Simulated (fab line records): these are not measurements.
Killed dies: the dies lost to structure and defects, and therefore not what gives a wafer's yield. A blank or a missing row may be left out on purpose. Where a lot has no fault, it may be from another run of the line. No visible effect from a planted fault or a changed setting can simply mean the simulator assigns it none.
fab line records ; flow ritCmos ; part 1 of 2: steps 1 to 36 of 46
[record] lots = 5; wafers = 15; lastDay = 6
route steps=202 shown PLDD@120 SPACER@125 NSD@131 PSD@142 SDANNEAL@153 NLDD@160 SILICIDE@161
lots that met no fault: from a run of the same line without faults
startH: the number of hours between the record's first day and the start of the first shown wafer of the lot ; waitH: time in hours since the lot's previous step ; " the same as in the row above ; L1.1+2: one row covering several wafers at once ; - no value present, or no start provided ; * or withheld: withheld ; < > ~ a bound
route shown NAME@n: a module of which the file shows steps, and the number in the route of the first ; usual: mean/standard deviation taken from wafers without a fault ; same: alike in all rows ; chamber/n: place in a boat ; sites: per-site readings ; _std_site: the standard deviation of these ; _edge_site: outer sites' mean less inner sites' ; radiusMm: how far each site lies from the wafer's centre ; mask NAME#n: copy n ; behind: tool/chamber where the wafer was last shaped ; hold: cause of the lot's hold/its duration in hours/its outcome ; device: which transistor (n, p or np) failed to switch ; end of line: tests run on the same wafers once the route is complete ; a step with no rows: only its recipe ; killed: dies that structure and defects cost at the first sort, which is not the same as the wafer's yield ; map: a wafer's dies, x killed, . not, _ none there
set.NAME: the setting the step ran with; set.NAME@STEP: the setting that earlier step ran with ; model.NAME: the simulator's own value behind a step, which no gauge read
lots seen at some steps along the route; tables by step, rows by wafer
services: the hour from which a tool's chamber was out of use, counted from the record's first day as startH (under 0 if before that day), plus the number of hours and why
[[steps]]
[step RIT_PLDD_OVL_MEAS_06]
[usual] PLDD_OVL = 0.5/1.3
lot.wafer;tool;chamber;startH;waitH;PLDD_OVL[nm]
L075.3;overlay-02;-;47.69;-;0.4
L075.5;overlay-02;-;47.69;-;0.3
L075.6;overlay-02;-;47.69;-;0.6
L077.2;overlay-02;-;60.31;-;-0.5
L077.4;overlay-02;-;60.31;-;-1.4
L077.6;overlay-02;-;60.31;-;0.0
L079.2;overlay-02;-;68.73;-;2.1
L079.4;overlay-02;-;68.73;-;-0.3
L079.6;overlay-02;-;68.73;-;-1.2
L086.1;overlay-02;-;105.98;-;0.9
L086.3;overlay-02;-;105.98;-;4.2
L086.6;overlay-02;-;105.98;-;1.8
L092.1;overlay-01;-;137.33;-;2.5
L092.5;overlay-01;-;137.33;-;0.1
L092.6;overlay-01;-;137.33;-;1.5
[step RIT_PLDD_HARDBAKE_07]
[recipe] resist = NOVOLAK; tempC = 140; timeS = 60
lot.wafer;tool;chamber;startH;waitH
L075.3+5+6;lithoTrack-02;0;47.76;0.1
L077.2+4+6;lithoTrack-02;0;60.36;0.0
L079.2+4+6;lithoTrack-01;0;68.78;0.0
L086.1+3+6;lithoTrack-02;0;106.01;0.0
L092.1+5+6;lithoTrack-02;0;137.37;0.0
[step RIT_PLDD_IMPLANT_08]
[recipe] species = BF2; energyKev = 20; doseCm2 = 9e+14; tiltDeg = 7
[usual] faradayCurrentUA = 2816/49
lot.wafer;tool;chamber;startH;waitH;faradayCurrentUA
L075.3;implanter-03;0;47.91;0.1;2848
L075.5;implanter-03;0;47.91;0.1;2850
L075.6;implanter-03;0;47.91;0.1;2834
L077.2;implanter-02;0;60.51;0.1;2763
L077.4;implanter-02;0;60.51;0.1;2804
L077.6;implanter-02;0;60.51;0.1;2787
L079.2;implanter-03;0;68.93;0.1;2797
L079.4;implanter-03;0;68.93;0.1;2820
L079.6;implanter-03;0;68.93;0.1;2836
L086.1;implanter-02;0;106.16;0.1;2770
L086.3;implanter-02;0;106.16;0.1;2815
L086.6;implanter-02;0;106.16;0.1;2826
L092.1;implanter-04;0;137.52;0.1;2794
L092.5;implanter-04;0;137.52;0.1;2777
L092.6;implanter-04;0;137.52;0.1;2920
[step RIT_PLDD_STRIP_09]
[recipe] chemistry = O2; timeS = 180; resist = NOVOLAK; platenTempC = withheld; powerW = 500; pressureMtorr = 4000; o2FlowSccm = 4000
[usual] drypumpMotorCurrentA = 5.7/0.43
lot.wafer;tool;chamber;startH;waitH;drypumpMotorCurrentA;rfHoursCounterH
L075.3;plasmaAsher-02;0;48.07;0.1;6.1;-
L075.5;plasmaAsher-02;0;48.07;0.1;6.1;-
L075.6;plasmaAsher-02;1;48.07;0.1;5.1;-
L077.2;plasmaAsher-02;1;60.64;0.1;5.1;25
L077.4;plasmaAsher-02;0;60.64;0.1;6.2;-
L077.6;plasmaAsher-02;0;60.64;0.1;6.2;-
L079.2;plasmaAsher-02;0;69.06;0.1;6.1;26
L079.4;plasmaAsher-02;0;69.06;0.1;6.2;-
L079.6;plasmaAsher-02;0;69.06;0.1;6.1;-
L086.1;plasmaAsher-02;0;106.31;0.1;6.2;30
L086.3;plasmaAsher-02;1;106.31;0.1;5.1;-
L086.6;plasmaAsher-02;1;106.31;0.1;5.1;-
L092.1;plasmaAsher-01;0;137.67;0.1;5.6;50
L092.5;plasmaAsher-01;0;137.67;0.1;5.6;-
L092.6;plasmaAsher-01;1;137.67;0.1;5.9;-
[step RIT_PLDD_TW_MEAS_10]
[usual] PLDD_TW = 2361/18
lot.wafer;tool;chamber;startH;waitH;PLDD_TW
L075.3;filmMetro-01;-;48.20;0.1;2346
L075.5;filmMetro-01;-;48.20;0.1;2340
L075.6;filmMetro-01;-;48.20;0.1;2341
L077.2;filmMetro-01;-;60.82;0.1;2342
L077.4;filmMetro-01;-;60.82;0.1;2332
L077.6;filmMetro-01;-;60.82;0.1;2352
L079.2;filmMetro-03;-;69.24;0.1;2339
L079.4;filmMetro-03;-;69.24;0.1;2345
L079.6;filmMetro-03;-;69.24;0.1;2351
L086.1;filmMetro-01;-;106.49;0.1;2364
L086.3;filmMetro-01;-;106.49;0.1;2373
L086.6;filmMetro-01;-;106.49;0.1;2371
L092.1;filmMetro-04;-;137.84;0.1;2379
L092.5;filmMetro-04;-;137.84;0.1;2381
L092.6;filmMetro-04;-;137.84;0.1;2385
[step RIT_SPACER_CLEAN_00]
[recipe] chemistry = SC1; mix = 3:3:50; timeS = 600; tempC = 75
lot.wafer;tool;chamber;startH;waitH
L075.3+5+6;wetBench-04;1;48.24;0.0
L077.2+4+6;wetBench-04;0;60.87;0.0
L079.2+4+6;wetBench-01;3;69.29;0.0
L086.1+3+6;wetBench-04;2;106.55;0.1
L092.1+5+6;wetBench-01;2;137.90;0.1
[step RIT_SPACER_CLEAN_01]
[recipe] chemistry = dHF; dilution = 50:1; timeS = 30
lot.wafer;tool;chamber;startH;waitH
L075.3+5+6;wetBench-02;1;48.44;0.0
L077.2+4+6;wetBench-02;1;61.05;0.0
L079.2+4+6;wetBench-02;1;69.47;0.0
L086.1+3+6;wetBench-02;0;106.72;0.0
L092.1+5+6;wetBench-04;2;138.08;0.0
[step RIT_SPACER_CLEAN_02]
[recipe] chemistry = SC2; mix = 3:3:50; timeS = 600; tempC = 75; dry = n2Spin
lot.wafer;tool;chamber;startH;waitH
L075.3+5+6;wetBench-04;2;48.45;0.0
L077.2+4+6;wetBench-04;3;61.06;0.0
L079.2+4+6;wetBench-04;3;69.48;0.0
L086.1+3+6;wetBench-04;2;106.74;0.0
L092.1+5+6;wetBench-02;1;138.10;0.0
[step RIT_SPACER_CVD_03]
[recipe] material = Si3N4; targetThkNm = 250; tempC = 810; precursor = SiH2Cl2/NH3; timeS = 3300; pressureMtorr = 300; sih2cl2FlowSccm = 60; nh3FlowSccm = 150
[usual] spikeTcCentreC = 811.5/1.1
lot.wafer;tool;chamber;startH;waitH;spikeTcCentreC
L075.3;lpcvd-01;0;48.64;0.0;810.4
L075.5;lpcvd-01;0;48.64;0.0;809.7
L075.6;lpcvd-01;0;48.64;0.0;811.7
L077.2;lpcvd-01;0;61.24;0.0;809.4
L077.4;lpcvd-01;0;61.24;0.0;810.4
L077.6;lpcvd-01;0;61.24;0.0;811.6
L079.2;lpcvd-01;1;69.68;0.0;810.5
L079.4;lpcvd-01;1;69.68;0.0;811.4
L079.6;lpcvd-01;1;69.68;0.0;811.5
L086.1;lpcvd-02;1;107.06;0.1;811.8
L086.3;lpcvd-02;1;107.06;0.1;812.2
L086.6;lpcvd-02;1;107.06;0.1;812.7
L092.1;lpcvd-02;1;138.29;0.0;812.7
L092.5;lpcvd-02;1;138.29;0.0;812.0
L092.6;lpcvd-02;1;138.29;0.0;813.8
[step RIT_SPACER_THK_MEAS_04]
[recipe] reads = Si3N4_of_SPACER_CVD_03
[usual] SPACER_NITRIDE_THK = 249.9/2.1
lot.wafer;tool;chamber;startH;waitH;SPACER_NITRIDE_THK[nm]
L075.3;filmMetro-02;-;50.58;0.0;250.3
L075.5;filmMetro-02;-;50.58;0.0;250.0
L075.6;filmMetro-02;-;50.58;0.0;251.2
L077.2;filmMetro-04;-;63.17;0.0;250.7
L077.4;filmMetro-04;-;63.17;0.0;250.2
L077.6;filmMetro-04;-;63.17;0.0;248.1
L079.2;filmMetro-01;-;71.60;0.0;255.0
L079.4;filmMetro-01;-;71.60;0.0;254.1
L079.6;filmMetro-01;-;71.60;0.0;252.4
L086.1;filmMetro-01;-;109.94;0.0;250.6
L086.3;filmMetro-01;-;109.94;0.0;249.2
L086.6;filmMetro-01;-;109.94;0.0;248.9
L092.1;filmMetro-02;-;141.16;0.0;250.3
L092.5;filmMetro-02;-;141.16;0.0;250.6
L092.6;filmMetro-02;-;141.16;0.0;248.6
[step RIT_SPACER_ETCHBACK_05]
[recipe] targetDepthA = 2500; SF6_flow_sccm = 30; CHF3_flow_sccm = 30; target = Si3N4; chemistry = SF6/CHF3; pressureMtorr = 40; rfW = 250; timeS = 240; stopOn = SiO2
[usual] drypumpMotorCurrentA = 5.7/0.36; oesProductAu = 0.842/0.012; rfFwdPowerW = 249.2/0.84; throttleValvePct = 10.30/0.14
lot.wafer;tool;chamber;startH;waitH;drypumpMotorCurrentA;oesProductAu;rfFwdPowerW;rfHoursCounterH;throttleValvePct
L075.3;rieDiel-03;0;50.62;0.0;5.8;0.841;250.2;103;10.33
L075.5;rieDiel-03;2;50.62;0.0;5.1;0.851;248.3;-;10.57
L075.6;rieDiel-03;3;50.62;0.0;5.3;0.849;247.8;-;10.25
L077.2;rieDiel-01;3;63.22;0.0;5.4;0.827;249.3;93;10.31
L077.4;rieDiel-01;1;63.22;0.0;5.8;0.864;248.7;151;10.20
L077.6;rieDiel-01;2;63.22;0.0;5.8;0.849;249.5;-;10.45
L079.2;rieDiel-01;0;71.65;0.0;5.7;0.839;250.1;80;10.12
L079.4;rieDiel-01;1;71.65;0.0;5.8;0.870;250.1;151;10.22
L079.6;rieDiel-01;1;71.65;0.0;5.8;0.862;250.3;-;10.20
L086.1;rieDiel-04;0;110.00;0.1;5.3;0.848;249.5;26;10.39
L086.3;rieDiel-04;1;110.00;0.1;6.0;0.844;249.1;23;10.17
L086.6;rieDiel-04;3;110.00;0.1;6.5;0.854;250.2;-;10.25
L092.1;rieDiel-01;3;141.22;0.1;5.4;0.837;248.6;95;10.32
L092.5;rieDiel-01;2;141.22;0.1;5.8;0.858;249.7;-;10.48
L092.6;rieDiel-01;0;141.22;0.1;5.7;0.827;250.3;-;10.12
[step RIT_NSD_HMDS_00]
[recipe] primeTimeS = 60; primeTempC = 140
lot.wafer;tool;chamber;startH;waitH
L075.3+5+6;lithoTrack-04;0;50.82;0.1
L077.2+4+6;lithoTrack-02;0;63.39;0.1
L079.2+4+6;lithoTrack-02;0;71.83;0.1
L086.1+3+6;lithoTrack-02;0;110.15;0.1
L092.1+5+6;lithoTrack-02;0;141.37;0.1
[step RIT_NSD_COAT_01]
[recipe] resist = NOVOLAK; spinRpm = 3250; resistThkNm = 1000
lot.wafer;tool;chamber;startH;waitH
L075.3+5+6;lithoTrack-04;0;50.97;0.1
L077.2+4+6;lithoTrack-02;0;63.54;0.1
L079.2+4+6;lithoTrack-02;0;71.98;0.1
L086.1+3+6;lithoTrack-02;0;110.30;0.1
L092.1+5+6;lithoTrack-02;0;141.52;0.1
[step RIT_NSD_SOFTBAKE_02]
[recipe] resist = NOVOLAK; tempC = 90; timeS = 60
lot.wafer;tool;chamber;startH;waitH
L075.3+5+6;lithoTrack-04;0;51.12;0.1
L077.2+4+6;lithoTrack-02;0;63.69;0.1
L079.2+4+6;lithoTrack-02;0;72.13;0.1
L086.1+3+6;lithoTrack-02;0;110.45;0.1
L092.1+5+6;lithoTrack-02;0;141.67;0.1
[step RIT_NSD_EXPOSE_03]
[recipe] maskId = M9; na = 0.57; targetCdNm = 40700; doseMj = 250
lot.wafer;tool;chamber;startH;waitH;mask
L075.3+5+6;ilineStepper-02;0;51.41;0.3;M9#0
L077.2+4+6;ilineStepper-01;0;63.96;0.2;M9#0
L079.2+4+6;ilineStepper-01;0;72.40;0.2;M9#0
L086.1+3+6;ilineStepper-02;0;110.60;0.1;M9#0
L092.1+5+6;ilineStepper-01;0;141.82;0.1;M9#0
[step RIT_NSD_PEB_04]
[recipe] resist = NOVOLAK; tempC = withheld; timeS = withheld
lot.wafer;tool;chamber;startH;waitH
L075.3+5+6;lithoTrack-02;0;51.61;0.2
L077.2+4+6;lithoTrack-03;0;64.08;0.1
L079.2+4+6;lithoTrack-02;0;72.52;0.1
L086.1+3+6;lithoTrack-02;0;110.71;0.1
L092.1+5+6;lithoTrack-02;0;141.94;0.1
[step RIT_NSD_DEVELOP_05]
[recipe] resist = NOVOLAK; developTimeS = 50; devTempC = 23
lot.wafer;tool;chamber;startH;waitH
L075.3+5+6;lithoTrack-02;0;-;-
L077.2+4+6;lithoTrack-03;0;-;-
L079.2+4+6;lithoTrack-02;0;-;-
L086.1+3+6;lithoTrack-02;0;-;-
L092.1+5+6;lithoTrack-02;0;-;-
[step RIT_NSD_OVL_MEAS_06]
[usual] NSD_OVL = -0.4/1.1
lot.wafer;tool;chamber;startH;waitH;NSD_OVL[nm]
L075.3;overlay-01;-;51.85;-;0.4
L075.5;overlay-01;-;51.85;-;-1.0
L075.6;overlay-01;-;51.85;-;-0.2
L077.2;overlay-02;-;64.35;-;-0.3
L077.4;overlay-02;-;64.35;-;1.4
L077.6;overlay-02;-;64.35;-;0.7
L079.2;overlay-02;-;72.78;-;1.5
L079.4;overlay-02;-;72.78;-;1.1
L079.6;overlay-02;-;72.78;-;1.0
L086.1;overlay-02;-;111.00;-;-0.1
L086.3;overlay-02;-;111.00;-;-0.5
L086.6;overlay-02;-;111.00;-;-1.0
L092.1;overlay-02;-;142.22;-;0.8
L092.5;overlay-02;-;142.22;-;0.1
L092.6;overlay-02;-;142.22;-;0.4
[step RIT_NSD_HARDBAKE_07]
[recipe] resist = NOVOLAK; tempC = 140; timeS = 60
lot.wafer;tool;chamber;startH;waitH
L075.3+5+6;lithoTrack-02;0;51.93;0.1
L077.2+4+6;lithoTrack-02;0;64.40;0.0
L079.2+4+6;lithoTrack-04;0;72.84;0.0
L086.1+3+6;lithoTrack-02;0;111.03;0.0
L092.1+5+6;lithoTrack-03;0;142.26;0.0
[step RIT_NSD_IMPLANT_08]
[recipe] species = P; energyKev = 25; doseCm2 = 1e+15; tiltDeg = 7
[usual] faradayCurrentUA = 3136/59
lot.wafer;tool;chamber;startH;waitH;faradayCurrentUA
L075.3;implanter-01;0;52.08;0.1;3098
L075.5;implanter-01;0;52.08;0.1;3199
L075.6;implanter-01;0;52.08;0.1;3140
L077.2;implanter-01;0;64.55;0.1;3261
L077.4;implanter-01;0;64.55;0.1;3204
L077.6;implanter-01;0;64.55;0.1;3075
L079.2;implanter-04;0;72.99;0.1;3155
L079.4;implanter-04;0;72.99;0.1;3110
L079.6;implanter-04;0;72.99;0.1;3086
L086.1;implanter-03;0;111.18;0.1;3119
L086.3;implanter-03;0;111.18;0.1;3132
L086.6;implanter-03;0;111.18;0.1;3102
L092.1;implanter-03;0;142.41;0.1;3107
L092.5;implanter-03;0;142.41;0.1;3163
L092.6;implanter-03;0;142.41;0.1;3188
[step RIT_NSD_STRIP_09]
[recipe] chemistry = O2; timeS = 180; resist = NOVOLAK; platenTempC = withheld; powerW = 500; pressureMtorr = 4000; o2FlowSccm = 4000
[usual] drypumpMotorCurrentA = 5.7/0.49
lot.wafer;tool;chamber;startH;waitH;drypumpMotorCurrentA;rfHoursCounterH
L075.3;plasmaAsher-02;1;52.24;0.1;5.1;-
L075.5;plasmaAsher-02;1;52.24;0.1;5.1;-
L075.6;plasmaAsher-02;0;52.24;0.1;6.1;-
L077.2;plasmaAsher-02;0;64.68;0.1;6.2;26
L077.4;plasmaAsher-02;0;64.68;0.1;6.2;-
L077.6;plasmaAsher-02;0;64.68;0.1;6.1;-
L079.2;plasmaAsher-02;0;73.11;0.1;6.1;27
L079.4;plasmaAsher-02;1;73.11;0.1;5.1;-
L079.6;plasmaAsher-02;1;73.11;0.1;5.1;-
L086.1;plasmaAsher-03;1;111.33;0.1;6.1;47
L086.3;plasmaAsher-03;1;111.33;0.1;6.1;-
L086.6;plasmaAsher-03;0;111.33;0.1;5.2;-
L092.1;plasmaAsher-02;1;142.56;0.1;5.1;34
L092.5;plasmaAsher-02;0;142.56;0.1;6.2;-
L092.6;plasmaAsher-02;1;142.56;0.1;5.1;-
[step RIT_NSD_TW_MEAS_10]
[usual] NSD_TW = 3134/23
lot.wafer;tool;chamber;startH;waitH;NSD_TW
L075.3;filmMetro-04;-;52.37;0.1;3177
L075.5;filmMetro-04;-;52.37;0.1;3178
L075.6;filmMetro-04;-;52.37;0.1;3164
L077.2;filmMetro-04;-;64.86;0.1;3163
L077.4;filmMetro-04;-;64.86;0.1;3154
L077.6;filmMetro-04;-;64.86;0.1;3160
L079.2;filmMetro-01;-;73.30;0.1;3081
L079.4;filmMetro-01;-;73.30;0.1;3111
L079.6;filmMetro-01;-;73.30;0.1;3101
L086.1;filmMetro-03;-;111.51;0.1;3144
L086.3;filmMetro-03;-;111.51;0.1;3134
L086.6;filmMetro-03;-;111.51;0.1;3126
L092.1;filmMetro-03;-;142.73;0.1;3108
L092.5;filmMetro-03;-;142.73;0.1;3112
L092.6;filmMetro-03;-;142.73;0.1;3116
[step RIT_PSD_HMDS_00]
[recipe] primeTimeS = 60; primeTempC = 140
lot.wafer;tool;chamber;startH;waitH
L075.3+5+6;lithoTrack-01;0;52.46;0.1
L077.2+4+6;lithoTrack-03;0;64.94;0.1
L079.2+4+6;lithoTrack-02;0;73.37;0.1
L086.1+3+6;lithoTrack-02;0;111.57;0.1
L092.1+5+6;lithoTrack-02;0;142.79;0.1
[step RIT_PSD_COAT_01]
[recipe] resist = NOVOLAK; spinRpm = 3250; resistThkNm = 1000
lot.wafer;tool;chamber;startH;waitH
L075.3+5+6;lithoTrack-01;0;52.61;0.1
L077.2+4+6;lithoTrack-03;0;65.09;0.1
L079.2+4+6;lithoTrack-02;0;73.52;0.1
L086.1+3+6;lithoTrack-02;0;111.72;0.1
L092.1+5+6;lithoTrack-02;0;142.94;0.1
[step RIT_PSD_SOFTBAKE_02]
[recipe] resist = NOVOLAK; tempC = 90; timeS = 60
lot.wafer;tool;chamber;startH;waitH
L075.3+5+6;lithoTrack-01;0;52.76;0.1
L077.2+4+6;lithoTrack-03;0;65.24;0.1
L079.2+4+6;lithoTrack-02;0;73.67;0.1
L086.1+3+6;lithoTrack-02;0;111.87;0.1
L092.1+5+6;lithoTrack-02;0;143.09;0.1
[step RIT_PSD_EXPOSE_03]
[recipe] maskId = M10; na = 0.57; targetCdNm = 40900; doseMj = 250
lot.wafer;tool;chamber;startH;waitH;mask
L075.3+5+6;ilineStepper-02;0;52.90;0.1;M10#0
L077.2+4+6;ilineStepper-02;0;65.38;0.1;M10#0
L079.2+4+6;ilineStepper-02;0;73.94;0.2;M10#0
L086.1+3+6;ilineStepper-02;0;112.14;0.2;M10#0
L092.1+5+6;ilineStepper-01;0;143.24;0.1;M10#0
[step RIT_PSD_PEB_04]
[recipe] resist = NOVOLAK; tempC = withheld; timeS = withheld
lot.wafer;tool;chamber;startH;waitH
L075.3+5+6;lithoTrack-02;0;53.03;0.1
L077.2+4+6;lithoTrack-02;0;65.58;0.2
L079.2+4+6;lithoTrack-02;0;74.06;0.1
L086.1+3+6;lithoTrack-02;0;112.26;0.1
L092.1+5+6;lithoTrack-01;0;143.36;0.1
[step RIT_PSD_DEVELOP_05]
[recipe] resist = NOVOLAK; developTimeS = 50; devTempC = 23
lot.wafer;tool;chamber;startH;waitH
L075.3+5+6;lithoTrack-02;0;-;-
L077.2+4+6;lithoTrack-02;0;-;-
L079.2+4+6;lithoTrack-02;0;-;-
L086.1+3+6;lithoTrack-02;0;-;-
L092.1+5+6;lithoTrack-01;0;-;-
[step RIT_PSD_OVL_MEAS_06]
[usual] PSD_OVL = -1.2/1.2
lot.wafer;tool;chamber;startH;waitH;PSD_OVL[nm]
L075.3;overlay-02;-;53.27;-;-1.0
L075.5;overlay-02;-;53.27;-;-2.6
L075.6;overlay-02;-;53.27;-;-1.5
L077.2;overlay-01;-;65.84;-;-1.1
L077.4;overlay-01;-;65.84;-;-1.4
L077.6;overlay-01;-;65.84;-;-0.3
L079.2;overlay-01;-;74.33;-;-2.7
L079.4;overlay-01;-;74.33;-;-2.4
L079.6;overlay-01;-;74.33;-;-1.7
L086.1;overlay-01;-;112.54;-;-1.0
L086.3;overlay-01;-;112.54;-;-0.6
L086.6;overlay-01;-;112.54;-;-1.8
L092.1;overlay-02;-;143.64;-;-1.0
L092.5;overlay-02;-;143.64;-;-2.8
L092.6;overlay-02;-;143.64;-;-2.4
[step RIT_PSD_HARDBAKE_07]
[recipe] resist = NOVOLAK; tempC = 140; timeS = 60
lot.wafer;tool;chamber;startH;waitH
L075.3+5+6;lithoTrack-03;0;53.35;0.1
L077.2+4+6;lithoTrack-02;0;65.90;0.0
L079.2+4+6;lithoTrack-02;0;74.38;0.0
L086.1+3+6;lithoTrack-02;0;112.58;0.0
L092.1+5+6;lithoTrack-02;0;143.68;0.0
[step RIT_PSD_IMPLANT_08]
[recipe] species = BF2; energyKev = 27; doseCm2 = 5e+15; tiltDeg = 7
[usual] faradayCurrentUA = 12686/890
lot.wafer;tool;chamber;startH;waitH;faradayCurrentUA
L075.3;implanter-03;0;53.50;0.1;11234
L075.5;implanter-03;0;53.50;0.1;11368
L075.6;implanter-03;0;53.50;0.1;11290
L077.2;implanter-02;0;66.05;0.1;13997
L077.4;implanter-02;0;66.05;0.1;13863
L077.6;implanter-02;0;66.05;0.1;13519
L079.2;implanter-02;0;74.53;0.1;13318
L079.4;implanter-02;0;74.53;0.1;13743
L079.6;implanter-02;0;74.53;0.1;13601
L086.1;implanter-01;0;112.73;0.1;12645
L086.3;implanter-01;0;112.73;0.1;12881
L086.6;implanter-01;0;112.73;0.1;12784
L092.1;implanter-01;0;143.83;0.1;12455
L092.5;implanter-01;0;143.83;0.1;12705
L092.6;implanter-01;0;143.83;0.1;12635
[step RIT_PSD_STRIP_09]
[recipe] chemistry = O2; timeS = 180; resist = NOVOLAK; platenTempC = withheld; powerW = 500; pressureMtorr = 4000; o2FlowSccm = 4000
[usual] drypumpMotorCurrentA = 5.6/0.45
lot.wafer;tool;chamber;startH;waitH;drypumpMotorCurrentA;rfHoursCounterH
L075.3;plasmaAsher-03;0;53.66;0.1;5.1;-
L075.5;plasmaAsher-03;0;53.66;0.1;5.1;-
L075.6;plasmaAsher-03;1;53.66;0.1;6.1;-
L077.2;plasmaAsher-03;0;66.17;0.1;5.2;43
L077.4;plasmaAsher-03;1;66.17;0.1;6.1;-
L077.6;plasmaAsher-03;1;66.17;0.1;6.1;-
L079.2;plasmaAsher-02;0;74.66;0.1;6.1;27
L079.4;plasmaAsher-02;0;74.66;0.1;6.1;-
L079.6;plasmaAsher-02;1;74.66;0.1;5.1;-
L086.1;plasmaAsher-02;1;112.88;0.1;5.1;30
L086.3;plasmaAsher-02;0;112.88;0.1;6.1;-
L086.6;plasmaAsher-02;1;112.88;0.1;5.1;-
L092.1;plasmaAsher-03;0;143.98;0.1;5.1;51
L092.5;plasmaAsher-03;1;143.98;0.1;6.1;-
L092.6;plasmaAsher-03;0;143.98;0.1;5.1;-
[step RIT_PSD_TW_MEAS_10]
[usual] PSD_TW = 3446/26
lot.wafer;tool;chamber;startH;waitH;PSD_TW
L075.3;filmMetro-04;-;53.79;0.1;3489
L075.5;filmMetro-04;-;53.79;0.1;3498
L075.6;filmMetro-04;-;53.79;0.1;3494
L077.2;filmMetro-03;-;66.36;0.1;3410
L077.4;filmMetro-03;-;66.36;0.1;3423
L077.6;filmMetro-03;-;66.36;0.1;3409
L079.2;filmMetro-01;-;74.84;0.1;3415
L079.4;filmMetro-01;-;74.84;0.1;3410
L079.6;filmMetro-01;-;74.84;0.1;3416
L086.1;filmMetro-01;-;113.05;0.1;3452
L086.3;filmMetro-01;-;113.05;0.1;3446
L086.6;filmMetro-01;-;113.05;0.1;3441
L092.1;filmMetro-01;-;144.15;0.1;3452
L092.5;filmMetro-01;-;144.15;0.1;3439
L092.6;filmMetro-01;-;144.15;0.1;3443
[step RIT_SDANNEAL_CLEAN_00]
[recipe] chemistry = SC1; mix = 3:3:50; timeS = 600; tempC = 75
lot.wafer;tool;chamber;startH;waitH
L075.3+5+6;wetBench-04;0;53.83;0.0
L077.2+4+6;wetBench-03;2;66.41;0.0
L079.2+4+6;wetBench-04;0;74.89;0.0
L086.1+3+6;wetBench-04;2;113.11;0.1
L092.1+5+6;wetBench-04;1;144.21;0.1
[step RIT_SDANNEAL_CLEAN_01]
[recipe] chemistry = dHF; dilution = 50:1; timeS = 30
lot.wafer;tool;chamber;startH;waitH
L075.3+5+6;wetBench-01;3;54.01;0.0
L077.2+4+6;wetBench-01;0;66.58;0.0
L079.2+4+6;wetBench-03;2;75.08;0.0
L086.1+3+6;wetBench-01;3;113.29;0.0
L092.1+5+6;wetBench-04;0;144.56;0.0
[step RIT_SDANNEAL_CLEAN_02]
[recipe] chemistry = SC2; mix = 3:3:50; timeS = 600; tempC = 75; dry = n2Spin
lot.wafer;tool;chamber;startH;waitH
L075.3+5+6;wetBench-03;2;54.02;0.0
L077.2+4+6;wetBench-04;2;66.60;0.0
L079.2+4+6;wetBench-04;0;75.10;0.0
L086.1+3+6;wetBench-04;0;113.30;0.0
L092.1+5+6;wetBench-04;1;144.60;0.0
